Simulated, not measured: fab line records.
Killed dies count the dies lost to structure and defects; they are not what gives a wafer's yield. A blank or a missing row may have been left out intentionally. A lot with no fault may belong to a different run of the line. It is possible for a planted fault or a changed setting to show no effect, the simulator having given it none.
Which of the tools did it? | flow rit_cmos | Sampling: 15 lots, 45 wafers, 4 of 202 route steps

## WHAT THE GAUGES SHOWED, per wafer
RIT_NLDD_OVL_MEAS_06.
lot  | measured    | on         | NLDD_OVL (nm)
L856 | day 3 05:10 | overlay-01 | 1.9 2.5 2.0
L857 | day 3 12:46 | overlay-02 | 3.3 1.9 4.7
L858 | day 3 17:08 | overlay-02 | 4.4 2.0 1.7
L859 | day 3 21:58 | overlay-01 | 1.6 2.2 1.6
L860 | day 3 23:59 | overlay-02 | 0.1 -0.6 1.8
L861 | day 4 04:11 | overlay-02 | -0.6 1.4 0.8
L862 | day 4 06:06 | overlay-02 | 0.1 0.7 1.4
L863 | day 4 10:59 | overlay-02 | 0.6 2.2 -0.1
L864 | day 4 18:40 | overlay-01 | 1.1 0.5 1.2
L865 | day 4 20:31 | overlay-01 | 2.7 2.3 4.4
L866 | day 5 01:46 | overlay-01 | 1.1 1.8 3.8
L867 | day 5 06:41 | overlay-01 | 1.4 0.4 0.0
L872 | day 6 07:33 | overlay-01 | 2.4 3.4 2.4
L876 | day 7 01:28 | overlay-01 | 2.3 1.1 2.8
L878 | day 7 11:50 | overlay-01 | 2.5 1.5 1.6

RIT_NSD_OVL_MEAS_06.
lot  | measured    | on         | NSD_OVL (nm)
L856 | day 3 10:57 | overlay-01 | -2.1 -0.1 -1.0
L857 | day 3 18:41 | overlay-02 | -2.2 -1.1 -2.0
L858 | day 3 23:08 | overlay-02 | 1.1 1.0 0.5
L859 | day 4 03:43 | overlay-02 | -0.7 -3.2 -0.8
L860 | day 4 06:01 | overlay-01 | 3.8 2.2 2.6
L861 | day 4 09:59 | overlay-02 | -1.7 -3.1 -1.1
L862 | day 4 11:41 | overlay-02 | -1.1 -0.4 -0.3
L863 | day 4 16:40 | overlay-01 | 0.3 0.2 -1.0
L864 | day 5 00:20 | overlay-02 | -1.4 0.7 0.3
L865 | day 5 02:00 | overlay-02 | 0.6 -0.7 -1.0
L866 | day 5 07:15 | overlay-01 | 1.7 -1.5 -0.4
L867 | day 5 12:26 | overlay-01 | -0.5 0.2 -0.1
L872 | day 6 12:54 | overlay-02 | -1.3 -1.4 -2.5
L876 | day 7 07:04 | overlay-02 | 0.9 -1.1 1.3
L878 | day 7 17:40 | overlay-01 | 1.0 -3.7 0.1

RIT_M1_CD_MEAS_09: the cd target is 2600 nm.
lot  | measured    | on        | cd_nm (nm)
L856 | day 3 18:31 | cd_sem-01 | 2600.4 2600.7 2601.6
L857 | day 4 02:26 | cd_sem-01 | 2595.7 2595.2 2595.7
L858 | day 4 06:49 | cd_sem-02 | 2603.1 2603.8 2602.9
L859 | day 4 11:21 | cd_sem-01 | 2600.0 2600.2 2597.6
L860 | day 4 13:35 | cd_sem-01 | 2599.2 2599.4 2600.7
L861 | day 4 17:10 | cd_sem-01 | 2598.2 2599.2 2596.9
L862 | day 4 19:14 | cd_sem-02 | 2599.5 2599.8 2600.5
L863 | day 4 23:49 | cd_sem-02 | 2605.8 2602.3 2605.0
L864 | day 5 07:44 | cd_sem-01 | 2600.6 2598.4 2598.9
L865 | day 5 09:20 | cd_sem-01 | 2600.3 2602.9 2603.3
L866 | day 5 15:10 | cd_sem-02 | 2599.5 2599.6 2598.5
L867 | day 5 19:35 | cd_sem-01 | 2599.6 2600.2 2601.1
L872 | day 6 20:14 | cd_sem-01 | 2597.2 2598.9 2596.7
L876 | day 7 14:20 | cd_sem-01 | 2598.3 2598.9 2600.1
L878 | day 8 01:04 | cd_sem-01 | 2601.8 2599.5 2599.2

## WHICH TOOL RAN EACH LOT (tool, then ch and the chambers of the sampled wafers, then the start)
lot  | RIT_M1_SPUTTER_00
L856 | pvd_sputter-02, day 3 17:04
L857 | pvd_sputter-04, day 4 01:02
L858 | pvd_sputter-03, day 4 05:15
L859 | pvd_sputter-04, day 4 09:59
L860 | pvd_sputter-03, day 4 11:58
L861 | pvd_sputter-04, day 4 15:48
L862 | pvd_sputter-03, day 4 17:52
L863 | pvd_sputter-04, day 4 22:27
L864 | pvd_sputter-02, day 5 06:16
L865 | pvd_sputter-04, day 5 07:42
L866 | pvd_sputter-03, day 5 13:38
L867 | pvd_sputter-04, day 5 18:05
L872 | pvd_sputter-03, day 6 18:47
L876 | pvd_sputter-03, day 7 12:51
L878 | pvd_sputter-03, day 7 23:35
- RIT_M1_SPUTTER_00: material Al, target thk 400 nm, time 500 s.

## WHAT THE TOOLS THEMSELVES READ (means of the sampled wafers that have a number; where no wafer has one, the mark that the record gives instead)
RIT_M1_SPUTTER_00.
lot  | tool           | throttle_valve_pct (%)
L856 | pvd_sputter-02 | 29.3
L857 | pvd_sputter-04 | 29.8
L858 | pvd_sputter-03 | 30.2
L859 | pvd_sputter-04 | 30.6
L860 | pvd_sputter-03 | 30.5
L861 | pvd_sputter-04 | 30.4
L862 | pvd_sputter-03 | 30.3
L863 | pvd_sputter-04 | 29.6
L864 | pvd_sputter-02 | 30.3
L865 | pvd_sputter-04 | 29.8
L866 | pvd_sputter-03 | 30.0
L867 | pvd_sputter-04 | 30.6
L872 | pvd_sputter-03 | 29.9
L876 | pvd_sputter-03 | 30.5
L878 | pvd_sputter-03 | 30.0

## THE ANSWER, worked out from the rows above alone
Rule: the usual values come from the lots themselves. Put in order of their means at a reading, lots are off if they are a third of the lots or fewer, leave a main group of 4 or more, and stand apart from it by a gap of 3 or more times the standard deviation of the main group's means; of several such gaps the widest counts. The tables above print the reading to a certain number of digits; a main group whose means all agree to those digits is not used. A lot without any number at a reading at which 4 lots or more have one is off too. Any other lot the step has rows for is counted as sound. After the gauges, taken in route order, come the tools' own readings; for these a lot's mean is taken, as printed above. At the first step where some lot is off, the reading lying furthest off is the one used; lots without a number count as furthest.
Across all readings shown, no lot is off: no conclusion can be drawn from this.

## WHAT THE SIMULATOR HAD INSERTED
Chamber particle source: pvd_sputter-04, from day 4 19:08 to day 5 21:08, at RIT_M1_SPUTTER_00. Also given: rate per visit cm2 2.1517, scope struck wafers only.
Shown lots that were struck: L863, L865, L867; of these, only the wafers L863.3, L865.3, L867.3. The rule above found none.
